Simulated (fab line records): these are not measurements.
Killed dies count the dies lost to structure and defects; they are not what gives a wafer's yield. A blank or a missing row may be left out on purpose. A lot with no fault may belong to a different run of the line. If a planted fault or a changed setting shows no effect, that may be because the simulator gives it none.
fab line records    flow rit_cmos
record lots=5  wafers=15  last_day=7
route steps=202 shown PRETRO@72 GATE@75 FOX2@80 REOX@98 NLDD@103 SDANNEAL@155 M1@202
lots untouched by any fault: they come from a run of this same line in which no faults occurred
start_h: the number of hours between the record's first day and the start of the first shown wafer of the lot    wait_h: hours from the lot's prior step to this one    " unchanged from the row above    L1.1+2: one row covering several wafers at once    - no value, or no start given    * or withheld: withheld    < > ~ a bound
route shown NAME@n: names a module that has steps shown in the file, with the first one's number in the route    usual: the fault-free wafers' mean and standard deviation    same: alike in all rows    chamber/n: place in a boat    sites: readings site by site    _std_site: how widely they spread, as a standard deviation    _edge_site: outer sites' mean less inner sites'    radius_mm: how far each site lies from the wafer's centre    mask NAME#n: copy n    behind: the tool/chamber that last shaped the wafer    hold: reason for holding the lot/hours on hold/outcome of the hold    device: transistor that didn't switch, given as n, p or np    end of line: tests run on the same wafers once the route is complete    step lacking rows: just its recipe    killed: not the wafer's yield, but the dies lost to structure and defects at the first sort    map: per-die view of a wafer (x killed, . not killed, _ where there is no die)
set.NAME: the setting as run; set.NAME@STEP: as run at that earlier step    model.NAME: the simulator's own value behind a step, which no gauge read
lots at selected steps of the route; one table per step, one row per wafer
services: a tool's chamber out of use, with start hour (start_h, from the record's first day; less than 0 if before it), hours out, and reason
## steps
# step RIT_PRETRO_IMPLANT_08
# recipe species=B  energy_kev=45  dose_cm2=1.2e+13  tilt_deg=7
# step RIT_PRETRO_STRIP_09
# recipe chemistry=O2  time_s=180  resist=NOVOLAK  platen_temp_c=withheld  power_w=500  pressure_mtorr=4000  o2_flow_sccm=4000
# usual drypump_motor_current_A=5.4/0.68  o2_flow_sccm=3996/11
lot.wafer  tool             chamber  start_h  wait_h  drypump_motor_current_A  o2_flow_sccm  rf_hours_counter_h
L773.1     plasma_asher-01  1        32.42    0.1     4.8                      3992          24
L773.2     "                0        "        "       5.2                      4012          24
L773.3     "                1        "        "       4.8                      3986          -
L783.1     plasma_asher-04  0        83.05    0.1     5.0                      3969          45
L783.2     "                1        "        "       6.6                      3983          45
L783.3     "                1        "        "       6.6                      3984          -
L790.1     plasma_asher-03  0        118.47   0.1     6.3                      3990          46
L790.3     "                1        "        "       5.1                      3989          -
L790.4     "                0        "        "       6.3                      3984          -
L791.2     plasma_asher-04  1        127.11   0.1     6.6                      3972          49
L791.3     "                1        "        "       6.6                      3978          -
L791.6     "                0        "        "       5.0                      3987          -
L796.1     plasma_asher-01  0        147.85   0.1     5.2                      4007          35
L796.2     "                1        "        "       4.8                      3998          35
L796.6     "                0        "        "       5.2                      4020          -
# step RIT_PRETRO_TW_MEAS_10
# usual PRETRO_TW=477/3.6
lot.wafer  tool           chamber  start_h  wait_h  PRETRO_TW
L773.1     film_metro-02  -        32.60    0.1     480
L773.2     "              -        "        "       480
L773.3     "              -        "        "       479
L783.1     film_metro-04  -        83.23    0.1     474
L783.2     "              -        "        "       472
L783.3     "              -        "        "       473
L790.1     film_metro-02  -        118.64   0.1     484
L790.3     "              -        "        "       482
L790.4     "              -        "        "       483
L791.2     film_metro-02  -        127.29   0.1     482
L791.3     "              -        "        "       479
L791.6     "              -        "        "       481
L796.1     film_metro-04  -        148.03   0.1     477
L796.2     "              -        "        "       477
L796.6     "              -        "        "       474
# step RIT_GATE_WET_ETCH_00
# recipe chemistry=BOE  target=SiO2  target_depth_nm=56  time_s=60  dry=n2_spin  dilution=10:1  temp_c=21.5
# step RIT_GATE_CLEAN_01
# recipe chemistry=SC1  mix=3:3:50  time_s=600  temp_c=75
# step RIT_GATE_CLEAN_02
# recipe chemistry=dHF  dilution=50:1  time_s=30
# step RIT_GATE_CLEAN_03
# recipe chemistry=SC2  mix=3:3:50  time_s=600  temp_c=75  dry=n2_spin
# step RIT_GATE_CLEAN_04
# recipe chemistry=dHF  dilution=50:1  time_s=60  dry=n2_spin
# step RIT_FOX2_THK_MEAS_91
# recipe reads=SiO2_of_FOX2_OXIDATION_00
# usual FIELD_OXIDE_LEFT_2_THK=253/6.4
lot.wafer  tool           chamber  start_h  wait_h  FIELD_OXIDE_LEFT_2_THK[nm]
L773.1     film_metro-04  -        33.25    0.0     255
L773.2     "              -        "        "       258
L773.3     "              -        "        "       258
L783.1     film_metro-04  -        83.72    0.0     242
L783.2     "              -        "        "       237
L783.3     "              -        "        "       243
L790.1     film_metro-02  -        119.12   0.0     257
L790.3     "              -        "        "       254
L790.4     "              -        "        "       252
L791.2     film_metro-04  -        127.94   0.0     253
L791.3     "              -        "        "       253
L791.6     "              -        "        "       251
L796.1     film_metro-04  -        148.52   0.0     247
L796.2     "              -        "        "       244
L796.6     "              -        "        "       246
# step RIT_GATE_OXIDATION_05
# recipe temp_c=900  ambient=O2  target_thk_a=30  ox_time_s=270
# step RIT_GATE_ANNEAL_06
# recipe temp_c=900  time_s=600  ambient=N2O
# step RIT_GATE_THK_MEAS_07
# recipe reads=SiO2_of_GATE_OXIDATION_05
# usual GATE_OXIDE_THK=3.01/0.071
lot.wafer  tool           chamber  start_h  wait_h  GATE_OXIDE_THK[nm]
L773.1     film_metro-04  -        34.63    0.0     2.99
L773.2     "              -        "        "       2.92
L773.3     "              -        "        "       2.92
L783.1     film_metro-04  -        85.11    0.0     3.04
L783.2     "              -        "        "       3.07
L783.3     "              -        "        "       3.10
L790.1     film_metro-02  -        123.37   0.0     2.99
L790.3     "              -        "        "       2.92
L790.4     "              -        "        "       3.06
L791.2     film_metro-04  -        131.63   0.0     3.09
L791.3     "              -        "        "       3.08
L791.6     "              -        "        "       3.11
L796.1     film_metro-02  -        149.91   0.0     3.05
L796.2     "              -        "        "       3.11
L796.6     "              -        "        "       3.03
# step RIT_GATE_CVD_08
# recipe material=poly-Si  target_thk_nm=250  temp_c=610  precursor=SiH4  time_s=2220  pressure_mtorr=300  sih4_flow_sccm=100
# usual spike_tc_centre_C=612.0/1.1  zone_power_load_pct=11.3/0.81
lot.wafer  tool      chamber  start_h  wait_h  spike_tc_centre_C  zone_power_load_pct  model.poly-Si_of_GATE_CVD_08.thk_nm
L773.1     lpcvd-02  0        34.69    0.1     611.2              12.8                 250.2
L773.2     "         0        "        "       613.0              12.6                 251.9
L773.3     "         0        "        "       612.1              12.2                 255.1
L783.1     lpcvd-02  0        85.17    0.1     611.3              12.7                 250.4
L783.2     "         0        "        "       611.4              12.3                 248.5
L783.3     "         0        "        "       611.0              12.6                 248.3
L790.1     lpcvd-02  0        124.11   0.7     611.1              12.5                 265
L790.3     "         0        "        "       612.1              12.6                 265.6
L790.4     "         0        "        "       610.6              12.7                 264.6
L791.2     lpcvd-01  1        131.68   0.0     612.0              10.7                 250.5
L791.3     "         1        "        "       612.1              10.6                 249.1
L791.6     "         1        "        "       610.3              10.6                 250.4
L796.1     lpcvd-01  0        150.29   0.4     612.5              10.5                 250.4
L796.2     "         0        "        "       613.0              10.4                 252.1
L796.6     "         0        "        "       611.5              10.8                 249.7
# step RIT_GATE_THK_MEAS_09
# recipe reads=poly-Si_of_GATE_CVD_08
# usual GATE_POLY_THK=251.3/2.3
lot.wafer  tool           chamber  start_h  wait_h  GATE_POLY_THK[nm]
L773.1     film_metro-03  -        36.31    0.0     250.4
L773.2     "              -        "        "       251.8
L773.3     "              -        "        "       255.2
L783.1     film_metro-02  -        86.79    0.0     250.2
L783.2     "              -        "        "       248.7
L783.3     "              -        "        "       248.3
L790.1     film_metro-04  -        125.72   0.0     265.0
L790.3     "              -        "        "       265.5
L790.4     "              -        "        "       264.7
L791.2     film_metro-04  -        133.30   0.0     250.6
L791.3     "              -        "        "       249.1
L791.6     "              -        "        "       250.5
L796.1     film_metro-03  -        151.90   0.0     250.4
L796.2     "              -        "        "       252.1
L796.6     "              -        "        "       249.9
# step RIT_GATE_HMDS_10
# recipe prime_time_s=60  prime_temp_c=140
# step RIT_GATE_COAT_11
# recipe resist=NOVOLAK  spin_rpm=4250  resist_thk_nm=850
# step RIT_GATE_SOFTBAKE_12
# recipe resist=NOVOLAK  temp_c=90  time_s=60
# step RIT_GATE_EXPOSE_13
# recipe mask_id=M6  na=0.6  source_shape=conventional  sigma_outer=0.6  target_cd_nm=150  dose_mj=380
# step RIT_GATE_PEB_14
# recipe resist=NOVOLAK  temp_c=withheld  time_s=withheld
# step RIT_GATE_DEVELOP_15
# recipe resist=NOVOLAK  develop_time_s=50  dev_temp_c=23
# step RIT_GATE_CD_MEAS_16
# recipe target_cd_nm=150
# usual cd_nm=150.5/2.5
lot.wafer  tool       chamber  start_h  wait_h  cd_nm
L773.1     cd_sem-02  -        37.22    -       150.7
L773.2     "          -        "        "       149.3
L773.3     "          -        "        "       148.3
L783.1     cd_sem-02  -        87.82    -       149.2
L783.2     "          -        "        "       149.5
L783.3     "          -        "        "       150.4
L790.1     cd_sem-01  -        127.30   -       151.7
L790.3     "          -        "        "       154.1
L790.4     "          -        "        "       154.1
L791.2     cd_sem-01  -        134.22   -       152.9
L791.3     "          -        "        "       152.6
L791.6     "          -        "        "       153.4
L796.1     cd_sem-02  -        152.94   -       156.1
L796.2     "          -        "        "       155.8
L796.6     "          -        "        "       156.9
# step RIT_GATE_OVL_MEAS_17
# usual GATE_OVL=0.0/1.4
lot.wafer  tool        chamber  start_h  wait_h  GATE_OVL[nm]
L773.1     overlay-01  -        37.34    0.1     -1.2
L773.2     "           -        "        "       -1.3
L773.3     "           -        "        "       -1.6
L783.1     overlay-02  -        87.94    0.1     0.8
L783.2     "           -        "        "       0.9
L783.3     "           -        "        "       0.2
L790.1     overlay-02  -        127.42   0.1     1.5
L790.3     "           -        "        "       -0.1
L790.4     "           -        "        "       0.5
L791.2     overlay-01  -        134.33   0.1     2.3
L791.3     "           -        "        "       1.4
L791.6     "           -        "        "       3.7
L796.1     overlay-02  -        153.06   0.1     0.3
L796.2     "           -        "        "       1.1
L796.6     "           -        "        "       0.5
# step RIT_GATE_HARDBAKE_18
# recipe resist=NOVOLAK  temp_c=140  time_s=60
# step RIT_GATE_ETCH_19
# recipe chemistry=SF6/CHF3/O2  time_s=165  SF6_flow_sccm=30  CHF3_flow_sccm=30  O2_flow_sccm=5  target=poly-Si  pressure_mtorr=40  rf_w=160  target_depth_a=3125  over_etch_frac=0.25  stop_on=SiO2
# usual drypump_motor_current_A=5.7/0.48  oes_product_au=0.849/0.015  throttle_valve_pct=10.26/0.16
lot.wafer  tool       chamber  start_h  wait_h  drypump_motor_current_A  oes_product_au  rf_hours_counter_h  throttle_valve_pct  model.etch.depth_nm  model.GATE.feature_depth_nm
L773.1     rie_si-02  1        37.61    0.1     5.3                      0.846           95                  10.11               250.2                250.2
L773.2     "          0        "        "       6.0                      0.865           161                 10.25               251.9                251.9
L773.3     "          2        "        "       5.3                      0.861           1                   10.49               255.1                255.1
L783.1     rie_si-02  3        88.13    0.1     6.5                      0.827           136                 10.46               250.4                250.4
L783.2     "          0        "        "       6.0                      0.838           0                   10.27               248.5                248.5
L783.3     "          1        "        "       5.3                      0.851           95                  10.10               248.3                248.3
L790.1     rie_si-01  2        127.61   0.1     6.1                      0.904           37                  10.24               265                  265
L790.3     "          0        "        "       4.9                      0.856           28                  10.06               265.6                265.6
L790.4     "          2        "        "       6.1                      0.906           -                   10.24               264.6                264.6
L791.2     rie_si-02  3        134.51   0.1     6.6                      0.832           137                 10.46               250.5                250.5
L791.3     "          0        "        "       6.0                      0.844           0                   10.25               249.1                249.1
L791.6     "          1        "        "       5.3                      0.851           -                   10.11               250.4                250.4
L796.1     rie_si-01  1        153.25   0.1     5.3                      0.850           60                  10.14               250.4                250.4
L796.2     "          3        "        "       5.9                      0.856           1                   10.40               252.1                252.1
L796.6     "          3        "        "       5.9                      0.860           -                   10.41               249.7                249.7
# step RIT_GATE_STRIP_20
# recipe chemistry=O2  time_s=180  resist=NOVOLAK  platen_temp_c=withheld  power_w=500  pressure_mtorr=4000  o2_flow_sccm=4000
# usual drypump_motor_current_A=5.5/0.64  o2_flow_sccm=3999/11
lot.wafer  tool             chamber  start_h  wait_h  drypump_motor_current_A  o2_flow_sccm  rf_hours_counter_h
L773.1     plasma_asher-01  0        37.72    0.1     5.2                      3987          24
L773.2     "                1        "        "       4.8                      4004          24
L773.3     "                1        "        "       4.8                      4013          -
L783.1     plasma_asher-01  1        88.24    0.1     4.8                      3995          29
L783.2     "                0        "        "       5.2                      3993          29
L783.3     "                0        "        "       5.2                      3984          -
L790.1     plasma_asher-04  0        127.71   0.1     5.0                      4007          49
L790.3     "                1        "        "       6.5                      3992          -
L790.4     "                0        "        "       5.0                      4000          -
L791.2     plasma_asher-04  1        134.62   0.1     6.5                      4016          50
L791.3     "                1        "        "       6.6                      4001          -
L791.6     "                1        "        "       6.5                      3998          -
L796.1     plasma_asher-04  0        153.36   0.1     5.0                      3993          52
L796.2     "                1        "        "       6.5                      4002          52
L796.6     "                1        "        "       6.6                      4010          -
# step RIT_GATE_CD_MEAS_90
# recipe target_cd_nm=150
# usual cd_nm=150.5/2.5
lot.wafer  tool       chamber  start_h  wait_h  cd_nm
L773.1     cd_sem-02  -        37.90    0.1     150.6
L773.2     "          -        "        "       149.5
L773.3     "          -        "        "       148.1
L783.1     cd_sem-01  -        88.41    0.1     149.5
L783.2     "          -        "        "       150.0
L783.3     "          -        "        "       150.5
L790.1     cd_sem-01  -        127.89   0.1     152.0
L790.3     "          -        "        "       154.2
L790.4     "          -        "        "       154.0
L791.2     cd_sem-01  -        134.81   0.1     153.0
L791.3     "          -        "        "       151.7
L791.6     "          -        "        "       153.7
L796.1     cd_sem-02  -        153.53   0.1     156.0
L796.2     "          -        "        "       155.9
L796.6     "          -        "        "       157.0
# step RIT_REOX_CLEAN_00
# recipe chemistry=SC1  mix=3:3:50  time_s=600  temp_c=75
# step RIT_REOX_CLEAN_01
# recipe chemistry=dHF  dilution=50:1  time_s=30
# step RIT_REOX_CLEAN_02
# recipe chemistry=SC2  mix=3:3:50  time_s=600  temp_c=75  dry=n2_spin
# step RIT_REOX_OXIDATION_03
# recipe temp_c=900  ambient=O2  target_thk_a=252  ox_time_s=5580
# step RIT_REOX_THK_MEAS_04
# recipe reads=SiO2_of_REOX_OXIDATION_03
# usual REOX_OXIDE_THK=25.0/0.47
lot.wafer  tool           chamber  start_h  wait_h  REOX_OXIDE_THK[nm]
L773.1     film_metro-04  -        40.93    0.0     24.5
L773.2     "              -        "        "       24.4
L773.3     "              -        "        "       24.5
L783.1     film_metro-04  -        92.37    0.0     25.9
L783.2     "              -        "        "       26.1
L783.3     "              -        "        "       25.3
L790.1     film_metro-03  -        131.37   0.0     24.6
L790.3     "              -        "        "       24.8
L790.4     "              -        "        "       24.7
L791.2     film_metro-03  -        138.49   0.0     24.6
L791.3     "              -        "        "       24.7
L791.6     "              -        "        "       24.8
L796.1     film_metro-04  -        156.58   0.0     24.4
L796.2     "              -        "        "       24.2
L796.6     "              -        "        "       24.4
# step RIT_NLDD_HMDS_00
# recipe prime_time_s=60  prime_temp_c=140
# step RIT_NLDD_COAT_01
# recipe resist=NOVOLAK  spin_rpm=3250  resist_thk_nm=1000
# step RIT_NLDD_SOFTBAKE_02
# recipe resist=NOVOLAK  temp_c=90  time_s=60
# step RIT_NLDD_EXPOSE_03
# recipe mask_id=M7  na=0.57  target_cd_nm=40700  dose_mj=250
# step RIT_NLDD_PEB_04
# recipe resist=NOVOLAK  temp_c=withheld  time_s=withheld
# step RIT_NLDD_DEVELOP_05
# recipe resist=NOVOLAK  develop_time_s=50  dev_temp_c=23
# step RIT_NLDD_OVL_MEAS_06
# usual NLDD_OVL=0.3/1.2
lot.wafer  tool        chamber  start_h  wait_h  NLDD_OVL[nm]
L773.1     overlay-01  -        41.97    -       0.3
L773.2     "           -        "        "       0.2
L773.3     "           -        "        "       1.0
L783.1     overlay-01  -        93.28    -       -0.1
L783.2     "           -        "        "       -0.3
L783.3     "           -        "        "       0.4
L790.1     overlay-02  -        132.68   -       1.5
L790.3     "           -        "        "       0.5
L790.4     "           -        "        "       -0.1
L791.2     overlay-01  -        139.52   -       -0.3
L791.3     "           -        "        "       0.9
L791.6     "           -        "        "       0.2
L796.1     overlay-02  -        157.89   -       1.8
L796.2     "           -        "        "       2.0
L796.6     "           -        "        "       1.8
# step RIT_NLDD_HARDBAKE_07
# recipe resist=NOVOLAK  temp_c=140  time_s=60
# step RIT_NLDD_IMPLANT_08
# recipe species=P  energy_kev=20  dose_cm2=5e+14  tilt_deg=7
# step RIT_NLDD_STRIP_09
# recipe chemistry=O2  time_s=180  resist=NOVOLAK  platen_temp_c=withheld  power_w=500  pressure_mtorr=4000  o2_flow_sccm=4000
# usual drypump_motor_current_A=5.7/0.63  o2_flow_sccm=4000/9.8
lot.wafer  tool             chamber  start_h  wait_h  drypump_motor_current_A  o2_flow_sccm  rf_hours_counter_h
L773.1     plasma_asher-02  1        42.39    0.1     6.2                      3999          40
L773.2     "                0        "        "       5.3                      4012          40
L773.3     "                0        "        "       5.3                      4024          -
L783.1     plasma_asher-04  1        93.72    0.1     6.6                      3996          46
L783.2     "                0        "        "       5.0                      4018          46
L783.3     "                0        "        "       5.0                      4015          -
L790.1     plasma_asher-04  1        133.13   0.1     6.6                      3978          50
L790.3     "                1        "        "       6.5                      3979          -
L790.4     "                0        "        "       5.0                      3999          -
L791.2     plasma_asher-04  1        139.85   0.1     6.5                      3982          51
L791.3     "                0        "        "       5.0                      3987          -
L791.6     "                0        "        "       5.0                      3988          -
L796.1     plasma_asher-04  1        158.23   0.1     6.5                      3988          53
L796.2     "                0        "        "       5.0                      3993          53
L796.6     "                0        "        "       5.0                      4000          -
# step RIT_NLDD_TW_MEAS_10
# usual NLDD_TW=2489/24
lot.wafer  tool           chamber  start_h  wait_h  NLDD_TW
L773.1     film_metro-01  -        42.57    0.1     2468
L773.2     "              -        "        "       2474
L773.3     "              -        "        "       2469
L783.1     film_metro-01  -        93.90    0.1     2470
L783.2     "              -        "        "       2470
L783.3     "              -        "        "       2474
L790.1     film_metro-03  -        133.30   0.1     2473
L790.3     "              -        "        "       2477
L790.4     "              -        "        "       2475
L791.2     film_metro-02  -        140.03   0.1     2511
L791.3     "              -        "        "       2520
L791.6     "              -        "        "       2513
L796.1     film_metro-01  -        158.40   0.1     2456
L796.2     "              -        "        "       2464
L796.6     "              -        "        "       2462
# step RIT_SDANNEAL_CLEAN_02
# recipe chemistry=SC2  mix=3:3:50  time_s=600  temp_c=75  dry=n2_spin
lot.wafer  tool          chamber  start_h  wait_h  model.poly-Si_of_GATE_CVD_08.thk_nm
L773.1     wet_bench-01  2        49.83    0.0     164
L773.2     "             2        "        "       165.2
L773.3     "             2        "        "       167.8
L783.1     wet_bench-01  3        101.27   0.0     162.4
L783.2     "             3        "        "       161.6
L783.3     "             3        "        "       160.5
L790.1     wet_bench-03  0        141.09   0.0     177.5
L790.3     "             0        "        "       179.2
L790.4     "             0        "        "       177.7
L791.2     wet_bench-01  1        147.43   0.0     162.5
L791.3     "             1        "        "       162
L791.6     "             1        "        "       163.1
L796.1     wet_bench-01  2        165.77   0.0     164.4
L796.2     "             2        "        "       164.7
L796.6     "             2        "        "       161.4
# step RIT_M1_PROBE_99
# usual killed_at_contacts=0.1/0.24  killed_at_front_end=6.6/2.7  killed_dies=6.6/2.7  killed_open=3.3/1.8  killed_short=3.4/1.9
# same gross_dies=264  killed_at_M0_to_M3=0  killed_at_M4_up=0  killed_at_back_side=0  killed_at_other=0
lot.wafer  tool       chamber  start_h  wait_h  killed_at_contacts  killed_at_front_end  killed_dies  killed_open  killed_short  model.etest.nmos_turned.drive_ua_um  model.etest.poly_comb_over_steps.leak_log10_a_um
L773.1     prober-01  -        57.54    0.1     0                   3                    3            2            1             340.4                                -12.81
L773.2     prober-01  -        57.59    0.1     0                   6                    6            2            4             341.8                                -12.86
L773.3     prober-01  -        57.64    0.2     0                   4                    4            2            2             339                                  -12.94
L783.1     prober-01  -        109.54   0.1     0                   10                   10           3            7             305.7                                -12.7
L783.2     prober-01  -        109.59   0.1     0                   3                    3            3            0             306.4                                -12.84
L783.3     prober-01  -        109.64   0.2     0                   4                    4            0            4             320                                  -12.83
L790.1     prober-02  -        149.43   0.1     0                   3                    3            3            0             295                                  -11.37
L790.3     prober-02  -        149.53   0.2     1                   7                    8            4            4             292.6                                -12.18
L790.4     prober-02  -        149.58   0.2     0                   7                    7            3            4             291                                  -10.96
L791.2     prober-01  -        155.47   0.1     0                   9                    9            4            5             323.4                                -12.78
L791.3     prober-01  -        155.52   0.2     0                   6                    6            5            1             326.4                                -12.79
L791.6     prober-01  -        155.67   0.2     0                   1                    1            1            0             320.3                                -12.68
L796.1     prober-02  -        173.53   0.1     0                   6                    6            4            2             322.6                                -12.41
L796.2     prober-02  -        173.58   0.1     0                   7                    7            4            3             323.1                                -12.42
L796.6     prober-02  -        173.78   0.2     0                   4                    4            2            2             320.9                                -12.69
# killed by level:class
L773.1 GATE:geometric_particle:open=1 SPACER:geometric_particle:short=1 SILICIDE:geometric_particle:open=1
L773.2 FOX1:geometric_particle:short=1 FOX1:geometric_particle:open=1 GATE:geometric_particle:short=1 GATE:geometric_particle:open=1 REOX:geometric_particle:short=1 SILICIDE:geometric_particle:short=1
L773.3 REOX:geometric_particle:open=2 GATE:geometric_particle:short=1 REOX:geometric_particle:short=1
L783.1 REOX:geometric_particle:short=5 REOX:geometric_particle:open=2 FOX1:geometric_particle:short=1 GATE:geometric_particle:open=1 SPACER:geometric_particle:short=1
L783.2 REOX:geometric_particle:open=2 FOX2:geometric_particle:open=1
L783.3 FOX1:geometric_particle:short=2 FOX2:geometric_particle:short=1 SPACER:geometric_particle:short=1
L790.1 GATE:geometric_particle:open=2 FOX1:geometric_particle:open=1
L790.3 GATE:geometric_particle:short=2 SPACER:geometric_particle:open=2 CONTACT:geometric_particle:short=1 GATE:geometric_particle:open=1 SILICIDE:geometric_particle:short=1 SILICIDE:geometric_particle:open=1
L790.4 GATE:geometric_particle:open=2 GATE:geometric_particle:short=2 SPACER:geometric_particle:short=2 REOX:geometric_particle:open=1
L791.2 GATE:geometric_particle:open=3 SILICIDE:geometric_particle:short=2 FOX1:geometric_particle:open=1 FOX1:geometric_particle:short=1 FOX2:geometric_particle:short=1 GATE:geometric_particle:short=1
L791.3 SILICIDE:geometric_particle:open=3 FOX1:geometric_particle:open=1 GATE:geometric_particle:open=1 SILICIDE:geometric_particle:short=1
L791.6 GATE:geometric_particle:open=1
L796.1 SPACER:geometric_particle:open=2 GATE:geometric_particle:open=1 GATE:geometric_particle:short=1 SPACER:geometric_particle:short=1 SILICIDE:geometric_particle:open=1
L796.2 FOX1:geometric_particle:open=1 GATE:geometric_particle:open=1 REOX:geometric_particle:open=1 REOX:geometric_particle:short=1 SPACER:geometric_particle:short=1 SPACER:geometric_particle:open=1 SILICIDE:geometric_particle:short=1
L796.6 FOX2:geometric_particle:open=2 FOX2:geometric_particle:short=1 GATE:geometric_particle:short=1
## services
tool             chamber  start_h  hours  kind
rie_si-02        0        10.53    6.5    repair
plasma_asher-03  -        11.19    8.2    pm
plasma_asher-04  -        39.45    0.6    repair
rie_si-02        0        59.15    -      clean
rie_si-02        0        59.15    15.0   scheduled_down
rie_si-02        0        59.15    15.0   vent_cycle
plasma_asher-01  -        73.99    2.6    repair
rie_si-01        1        74.11    64.8   repair
plasma_asher-02  -        108.75   9.0    pm
plasma_asher-02  0        108.75   9.0    vent_cycle
plasma_asher-02  1        108.75   9.0    vent_cycle
plasma_asher-03  -        111.94   2.0    repair
plasma_asher-02  0        117.75   -      clean
plasma_asher-02  1        117.75   -      clean
plasma_asher-01  -        137.35   4.3    pm
plasma_asher-03  -        139.40   2.8    pm
## key
first_sign step=RIT_GATE_THK_MEAS_09  reading=GATE_POLY_THK  direction=up  sigmas=5.9  usual=251.3  struck=265.1
effect step=RIT_GATE_ETCH_19  reading=oes_product_au  direction=up  sigmas=2.6  usual=0.849  struck=0.889
model_effect step=RIT_GATE_CVD_08  value=poly-Si_of_GATE_CVD_08.thk_nm  without=250.7  struck=265.1
model_effect step=RIT_GATE_ETCH_19  value=etch.depth_nm  without=250.7  struck=265.1
model_effect step=RIT_SDANNEAL_CLEAN_02  value=poly-Si_of_GATE_CVD_08.thk_nm  without=163.8  struck=178.2
model_effect step=RIT_M1_PROBE_99  value=etest.nmos_turned.drive_ua_um  without=316  struck=292.9
met_at RIT_GATE_CVD_08
struck_wafers L790.1,L790.3,L790.4
tester_left_out L790
onset_between 85.17 124.11
also_fits RIT_PRETRO_STRIP_09:plasma_asher-03
fault kind=process_parameter_drift  tool=lpcvd-02  chamber=0  onset_h=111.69  steps=RIT_GATE_CVD_08  channel=time_s  offset=*  shape=step  end_h=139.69  acts_in=*  stated=*
# tester_left_out: of these lots the tester's yield and bins aren't shown, on N5 and GAA mostly nor the transistor test; their killed dies are dies lost to structure and defects alone, not to doping, threshold or leakage, so they don't give the yield
